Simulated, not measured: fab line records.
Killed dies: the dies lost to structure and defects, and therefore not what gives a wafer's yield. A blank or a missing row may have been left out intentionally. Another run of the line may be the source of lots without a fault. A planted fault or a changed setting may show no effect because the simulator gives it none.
Split-lot study ; flow ritCmos ; route with 202 steps; 5 lots, 21 wafers read

== THE SPLIT ITSELF ==
At RIT_M1_METAL_ETCH_12 (etches Al in Cl2/BCl3, stops on SiO2, time 165 s, target depth 600 nm), the setting rfW was moved away from the recipe's 250 W on 8 of the 21 wafers read, by -10.6% to +9.2%. This setting was run at the recipe's value on the other wafers.

Reading taken at the split's own step.

== THE READING ==
NOVOLAK_of_M1_COAT_04.thkNm (the simulator's own value, which no gauge read), in nm, at RIT_M1_METAL_ETCH_12 (etches Al in Cl2/BCl3, stops on SiO2, time 165 s, target depth 600 nm). No usual value for it is given in the file. Here, 13 wafers ran the recipe; their average is 808.6 nm with a standard deviation of 7.2 nm.

wafer;tool, chamber at the split;rfW as run, W;against the recipe;NOVOLAK_of_M1_COAT_04.thkNm, nm;against lot-mates on the recipe
L074.1;rieMetal-02, 0;250;recipe;807;-
L074.3;rieMetal-02, 0;250;recipe;807.5;-
L074.4;rieMetal-02, 1;225.8;-9.7%;845;+36.1
L074.5;rieMetal-02, 0;225.8;-9.7%;836.6;+27.7
L074.6;rieMetal-02, 1;250;recipe;812.2;-
L076.2;rieMetal-02, 1;250;recipe;816.4;-
L076.5;rieMetal-02, 1;250;recipe;816.8;-
L076.6;rieMetal-02, 0;250;recipe;804.4;-
L078.1;rieMetal-04, 1;250;recipe;822.2;-
L078.3;rieMetal-04, 0;250;recipe;795.4;-
L078.4;rieMetal-04, 1;273;+9.2%;790.9;-16.1
L078.5;rieMetal-04, 1;273;+9.2%;788;-19.0
L078.6;rieMetal-04, 0;250;recipe;803.5;-
L079.1;rieMetal-01, 0;250;recipe;813.4;-
L079.3;rieMetal-01, 1;250;recipe;809.2;-
L079.6;rieMetal-01, 0;223.5;-10.6%;846.7;+35.4
L083.1;rieMetal-02, 1;230.6;-7.8%;838;+36.2
L083.2;rieMetal-02, 0;230.6;-7.8%;829.7;+28.0
L083.3;rieMetal-02, 0;250;recipe;801;-
L083.5;rieMetal-02, 0;250;recipe;802.5;-
L083.6;rieMetal-02, 1;230.6;-7.8%;836.9;+35.1

THE FIT
A straight line over all 21 wafers: NOVOLAK_of_M1_COAT_04.thkNm changes by -2.96 nm for each +1% of rfW; r = -0.92; the points scatter about the line by 6.9 nm.
The same after taking each lot's own level away (the mean of its wafers on the recipe; 21 wafers): -3.07 nm for each +1%; r = -0.93; scatter 7 nm.
According to that fit, moving rfW by its largest amount changes the reading by 33 nm.
Measured against the standard deviation above, the lots' own levels, which go from 801.75 to 812.53 nm, span 1.5 times it.
The two slopes agree, so the slope changes little with the lot-to-lot level.
Check: for one of the wafers moved furthest among these (-10.6%), held out of the fit, the line's prediction against its lot-mates is +35.2 nm. Against them it came out at +35.4 nm.

== OTHER SPLITS APPLIED TO THESE WAFERS ==
These wafers also went through other splits before the reading. Each is held against what the fit with the lots' levels taken away leaves over:
other split on the same wafers;wafers away from the commonest value;r with NOVOLAK_of_M1_COAT_04.thkNm (lot level and that fit taken away)
RIT_SILICIDE_SPUTTER_01 timeS;7;-0.35
RIT_M1_DEVELOP_08 developTimeS;6;+0.03

== THE FILE'S OWN FIT ==
NOVOLAK_of_M1_COAT_04.thkNm changes by -3.11 nm for each +1% of rfW, r = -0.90.
